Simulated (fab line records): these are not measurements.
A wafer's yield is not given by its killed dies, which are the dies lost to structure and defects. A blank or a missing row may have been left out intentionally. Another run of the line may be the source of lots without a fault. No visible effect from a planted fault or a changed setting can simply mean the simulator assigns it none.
One fault through the eyes of 2 desks -- flow berkeleyCmos170 -- each desk holds nothing but its own numbers, with what lay behind them at the end

## FOR THE TOOL OWNER'S DESK: rieDiel-03
The tool's own readings at UCB170_GATE_ETCH_14 (etches BARC in N2/H2): means of the sampled wafers that have a number, for each lot that ran on this tool. A lot is out of limits, marked OUT, if its mean lies more than 4 standard deviations from the usual mean; the brackets give that distance.
Columns: A = drypumpMotorCurrentA at UCB170_GATE_ETCH_14, usual 5.9 A; B = h2FlowSccm at UCB170_GATE_ETCH_14, usual 200.0 sccm; C = oesProductAu at UCB170_GATE_ETCH_14, usual 1.010 a.u.; D = throttleValvePct at UCB170_GATE_ETCH_14, usual 13.31 %
lot,first seen here,A,B,C,D
L366,day 7 02:55,6.0,199.5,1.008,13.29
L375,day 9 13:34,6.0,200.6,0.804 (-12) OUT,13.28
L378,day 9 23:05,6.2,200.1,0.801 (-12) OUT,13.27
This desk's verdict: out of limits on L375, L378, starting with L375 at day 9 13:34 (oesProductAu at UCB170_GATE_ETCH_14). L366: within limits.

## FROM THE METROLOGY DESK
Lot by lot, what the gauges showed, no matter which tool ran the lot: averages of those sampled wafers that carry a number. A lot is out of limits, marked OUT, if its mean lies more than 4 standard deviations from the usual mean; the brackets give that distance.
Columns: A = GATE_OXIDE_THK at UCB170_GATE_THK_MEAS_02, usual 6.52 nm; B = GATE_POLY_THK at UCB170_GATE_THK_MEAS_05, usual 214.4 nm; C = cdNm at UCB170_GATE_CD_MEAS_12, usual 350.0 nm; D = GATE_OVL at UCB170_GATE_OVL_MEAS_13, usual 4 nm
lot,first seen here,A,B,C,D
L366,day 6 17:16,6.77,211.8,347.3,3
L367,day 7 04:51,6.62,214.1,350.6,9
L375,day 9 03:22,6.35,216.1,350.1,10
L378,day 9 11:49,6.42,211.7,350.7,6
L388,day 10 22:34,6.35,209.8,349.0,10
L386,day 10 22:35,6.44,215.8,351.9,1
Finding of this desk: none of the 6 lots has anything out of limits.

## TAKEN TOGETHER
The tool owner's desk had the chance to raise an alarm at day 9 13:34 on L375, L378.
From the metrology desk's view, nothing was out of limits.
The metrology desk holds a record of L375, L378, inside its limits.
On rieDiel-03, each named lot ran UCB170_GATE_ETCH_14.

## WHAT THE SIMULATOR HAD PUT IN
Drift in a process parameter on rieDiel-03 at UCB170_GATE_ETCH_14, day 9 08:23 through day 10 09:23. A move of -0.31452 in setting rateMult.
Lots struck among those shown: L375, L378.
How many hours passed from the start of the fault until each desk's first out-of-limits reading: the tool owner's desk, 5.
